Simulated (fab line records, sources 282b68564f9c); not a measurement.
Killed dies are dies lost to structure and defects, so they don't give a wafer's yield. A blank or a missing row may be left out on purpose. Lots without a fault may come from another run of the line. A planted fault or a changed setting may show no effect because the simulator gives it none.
A struck lot beside a sound one | flow rit_cmos | 19 steps out of a route of 202
Sound: wafers L329.1, L329.3, L329.5. Struck: wafers L335.3, L335.5, L335.6. The cause comes at the end.
At each step with rows: each side's tool, then ch and its chambers, then its first start. Under that, the readings that differ: sound wafers | struck wafers | difference of the means | sigmas: that difference in standard deviations of wafers without a fault.
alike: readings whose means differ by less than 2 such deviations, and words and numbers that are the same on both sides. not compared: withheld readings, readings that some wafer has no value for, bounds like >300 that may hide the same value, and numbers for which the record gives no deviation and whose values overlap.
The two part at a step that has a row with sigmas, a row that says differs or no value, or rows on one side only. Numbers that don't overlap but have no deviation are shown without sigmas and don't part them. A reading that every wafer of one side lacks parts them only if that side has two wafers or more.

RIT_SILICIDE_RS_MEAS_02: measures by four-point-probe.
  sound on film_metro-01, day 3 05:58; struck on film_metro-02, day 4 09:56
  alike: SILICIDE_TI_RS
RIT_SILICIDE_THK_MEAS_03: measures by xrf.
  sound on film_metro-01, day 3 06:05; struck on film_metro-02, day 4 10:02
  alike: SILICIDE_TI_THK
RIT_SILICIDE_RTA_04: time 10 s, ramp up 5 s, ramp down 5 s.
  sound on rtp_anneal-02 ch 0, day 3 06:09; struck on rtp_anneal-02 ch 0, day 4 10:05
  alike: wafer_temp_C_max
then, 1 step without rows for these wafers: RIT_SILICIDE_WET_ETCH_05 (etches Ti in SPM, time 120 s).
RIT_SILICIDE_RTA_06: time 10 s, ramp up 5 s, ramp down 10 s.
  sound on rtp_anneal-01 ch 0, day 3 06:16; struck on rtp_anneal-01 ch 0, day 4 10:12
  reading          | sound             | struck            | difference | sigmas
  wafer_temp_C_max | 753.3 751.6 752.5 | 751.8 751.6 750.9 | -1.0       | -2
RIT_CONTACT_CVD_00: deposits SiO2 from TEOS, target thk 400 nm, time 61 s.
  sound on pecvd-03 ch 0,1,2, day 3 06:20; struck on pecvd-03 ch 0,1,2, day 4 10:14
  alike: heater_power_w
RIT_CONTACT_THK_MEAS_01:
  sound on film_metro-04, day 3 06:23; struck on film_metro-01, day 4 10:19
  alike: CONTACT_TEOS_THK
then, 5 steps without rows for these wafers: RIT_CONTACT_HMDS_02 (prime time 60 s); RIT_CONTACT_COAT_03 (resist thk 1000 nm); RIT_CONTACT_SOFTBAKE_04 (time 60 s); RIT_CONTACT_EXPOSE_05 (exposes mask M11, target cd 1000 nm); RIT_CONTACT_PEB_06.
RIT_CONTACT_DEVELOP_07: develop time 120 s.
  sound on litho_track-02 ch 0, day 3 07:00; struck on litho_track-01 ch 0, day 4 11:00
  reading              | sound             | struck            | difference | sigmas
  developer_temp_C (C) | 23.14 22.98 23.16 | 25.20 25.26 25.35 | +2.18      | +24
RIT_CONTACT_CD_MEAS_08: target cd 1000 nm.
  sound on cd_sem-02, day 3 07:25; struck on cd_sem-02, day 4 11:39
  reading    | sound               | struck            | difference | sigmas
  cd_nm (nm) | 1000.0 1000.8 999.8 | 986.8 986.7 985.1 | -14.0      | -7
  not compared: hold
RIT_CONTACT_OVL_MEAS_09:
  sound on overlay-02, day 3 07:32; struck on overlay-02, day 4 14:52
  reading | sound | struck                                                                     | difference                   | sigmas
  hold    | - - - | await_dispo/3.1h/release await_dispo/3.1h/release await_dispo/3.1h/release | no value on the sound wafers |
  alike: CONTACT_OVL
then, 1 step without rows for these wafers: RIT_CONTACT_HARDBAKE_10 (time 60 s).
RIT_CONTACT_ETCH_11: etches SiO2 in CHF3/CF4/Ar, stops on TiSi2, target depth 480 nm, time 320 s.
  sound on rie_diel-02 ch 0,3, day 3 07:43; struck on rie_diel-01 ch 2,3, day 4 15:02
  reading                  | sound            | struck            | difference | sigmas
  model.CONTACT.cd_nm (nm) | 999.8 1001 999.4 | 987.3 986.8 985.2 | -13.6      |
  alike: drypump_motor_current_A, oes_product_au, throttle_valve_pct
  not compared: rf_hours_counter_h
RIT_CONTACT_STRIP_12: strips in O2, time 180 s.
  sound on plasma_asher-03 ch 0,1, day 3 07:55; struck on plasma_asher-02 ch 0,1, day 4 15:17
  alike: drypump_motor_current_A
  not compared: rf_hours_counter_h
RIT_M1_PROBE_99:
  sound on prober-01, day 3 12:54; struck on prober-01, day 5 01:32
  alike: killed_at_contacts, killed_at_front_end, killed_dies, killed_on_rim, killed_open, killed_short

WHERE THEY PART
First at RIT_SILICIDE_RTA_06; last, within this record, at RIT_CONTACT_OVL_MEAS_09. Later steps at which nothing parts them and some readings are alike: RIT_CONTACT_ETCH_11, RIT_CONTACT_STRIP_12, RIT_M1_PROBE_99.

WHY: what the simulator had put in
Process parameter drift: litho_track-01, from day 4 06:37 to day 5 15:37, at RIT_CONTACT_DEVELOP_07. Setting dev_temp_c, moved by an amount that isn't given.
